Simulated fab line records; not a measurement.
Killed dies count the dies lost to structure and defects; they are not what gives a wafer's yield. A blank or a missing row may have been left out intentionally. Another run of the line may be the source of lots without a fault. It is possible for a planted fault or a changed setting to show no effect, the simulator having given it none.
Comparing a struck lot with a sound one / flow rit-cmos / 27 out of 202 route steps
Sound: these wafers, L278.2, L278.3, L278.6. Struck: wafer L287.4. (L287.2, L287.5 of the same lot were not struck and are left out.) The cause comes at the end.
At each step with rows: each side's tool, then ch and its chambers, then its first start. Under that, the readings that differ: sound wafers / struck wafers / difference of the means / sigmas: that difference in standard deviations of wafers without a fault.
alike: words and numbers the same on both sides, and readings whose means are apart by under 2 such deviations; not compared: readings that were withheld, readings missing a value for some wafer, numbers with overlapping values and no deviation given by the record, and bounds like >300 which may hide the same value.
A row with sigmas, a row that says differs or no value, or rows on one side alone: a step with any of these is where the two part. When numbers do not overlap yet have no deviation, they are printed without sigmas and do not part them. A reading that every wafer of one side lacks parts them only if that side has two wafers or more.

first, 1 step without rows for these wafers: RIT_ACTIVE_OXIDATION_01 (target thk 46.8 nm, ox time 3360 s).
RIT_ACTIVE_THK_MEAS_02:
  sound: film-metro-02 at day 1 23:31; struck: film-metro-02 at day 3 21:16
  alike: ACTIVE_OXIDE_THK
then, 1 step without rows for these wafers: RIT_ACTIVE_CVD_03 (deposits Si3N4 from SiH2Cl2/NH3, target thk 150 nm, time 1500 s).
RIT_ACTIVE_THK_MEAS_04:
  sound: film-metro-02 at day 2 02:52; struck: film-metro-01 at day 3 23:25
  alike: ACTIVE_NITRIDE_THK
then, 6 steps without rows for these wafers: RIT_ACTIVE_HMDS_05 (prime time 60 s); RIT_ACTIVE_COAT_06 (resist thk 1000 nm); RIT_ACTIVE_SOFTBAKE_07 (time 60 s); RIT_ACTIVE_EXPOSE_08 (exposes mask M1, target cd 1400 nm); RIT_ACTIVE_PEB_09; RIT_ACTIVE_DEVELOP_10 (develop time 50 s).
RIT_ACTIVE_CD_MEAS_11: the cd target is 1400 nm.
  sound: cd-sem-02 at day 2 03:59; struck: cd-sem-02 at day 4 00:20
  alike: cd-nm
then, 1 step without rows for these wafers: RIT_ACTIVE_HARDBAKE_12 (time 60 s).
RIT_ACTIVE_ETCH_13: etches Si3N4 in SF6, stops on SiO2, time 210 s, target depth 210 nm.
  sound on rie-diel-03 ch 1,2,3, day 2 04:15; struck on rie-diel-03 ch 1, day 4 00:35
reading=oes-product-au (a.u.); sound=0.843 0.837 0.811; struck=0.744; difference=-0.086; sigmas=-5
reading=over-etch-frac; sound=0.4 0.4 0.4; struck=0.76245; difference=+0.36245; sigmas=
reading=model.NOVOLAK_of_ACTIVE_COAT_06.thk-nm (nm); sound=653.1 655.6 660.8; struck=593.6; difference=-62.9; sigmas=
reading=model.ACTIVE.feature-depth-nm (nm); sound=151.5 151.7 150.6; struck=167; difference=+16; sigmas=
reading=model.SiO2_of_ACTIVE_OXIDATION_01.thk-nm (nm); sound=46.25 46.78 47.56; struck=29.13; difference=-17.73; sigmas=
  alike: drypump-motor-current-A, throttle-valve-pct
  not compared: rf-hours-counter-h
RIT_ACTIVE_STRIP_14: strips in O2, time 180 s.
  sound on plasma-asher-04 ch 0,1, day 2 04:23; struck on plasma-asher-01 ch 0, day 4 00:43
  alike: drypump-motor-current-A
  not compared: rf-hours-counter-h
RIT_ACTIVE_CD_MEAS_90: the cd target is 1400 nm.
  sound: cd-sem-02 at day 2 04:35; struck: cd-sem-01 at day 4 00:54
  alike: cd-nm
then, 4 steps without rows for these wafers: RIT_ACTIVE_CLEAN_15 (cleans in SC1, time 600 s); RIT_ACTIVE_CLEAN_16 (cleans in dHF, time 30 s); RIT_ACTIVE_CLEAN_17 (cleans in SC2, time 600 s); RIT_FOX1_OXIDATION_00 (target thk 350.7 nm, ox time 1130 s).
RIT_FOX1_THK_MEAS_01:
  sound: film-metro-03 at day 2 06:56; struck: film-metro-03 at day 4 02:42
  alike: FOX1_OXIDE_THK
then, 2 steps without rows for these wafers: RIT_FOX1_WET_ETCH_02 (etches SiO2 in BOE, target depth 350 nm, time 390 s); RIT_FOX2_OXIDATION_00 (target thk 350.7 nm, ox time 1130 s).
RIT_FOX2_THK_MEAS_01:
  sound: film-metro-04 at day 2 11:31; struck: film-metro-02 at day 4 04:12
reading=FOX2_OXIDE_THK (nm); sound=352 358 355; struck=338; difference=-17; sigmas=-3
then, 1 step without rows for these wafers: RIT_FOX2_CLEAN_02 (cleans in dHF, time 180 s).
RIT_FOX2_WET_ETCH_03: etches Si3N4 in H3PO4, target depth 195 nm, time 2700 s.
  sound on wet-bench-01 ch 2, day 2 11:37; struck on wet-bench-03 ch 1, day 4 04:19
reading=model.SiO2_of_ACTIVE_OXIDATION_01.thk-nm (nm); sound=41.26 41.7 42.38; struck=25.9; difference=-15.9; sigmas=
RIT_FOX2_THK_MEAS_90:
  sound: film-metro-03 at day 2 12:23; struck: film-metro-02 at day 4 05:05
reading=FIELD_OXIDE_LEFT_1_THK (nm); sound=325 330 328; struck=310; difference=-18; sigmas=-3
RIT_M1_PROBE_99:
  sound: prober-01 at day 4 09:42; struck: prober-01 at day 6 01:15
reading=killed-open; sound=2 4 3; struck=7; difference=+4; sigmas=+2
  alike: killed_at_M0_to_M3, killed-at-contacts, killed-at-front-end, killed-dies, killed-short

== WHERE THEY PART ==
Earliest at RIT_ACTIVE_ETCH_13; latest, in this record, at RIT_M1_PROBE_99.

WHY: what had been put in by the simulator
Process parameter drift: rie-diel-03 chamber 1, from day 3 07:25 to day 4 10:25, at RIT_ACTIVE_ETCH_13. Setting over-etch-frac shifted by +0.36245 from 0.4.
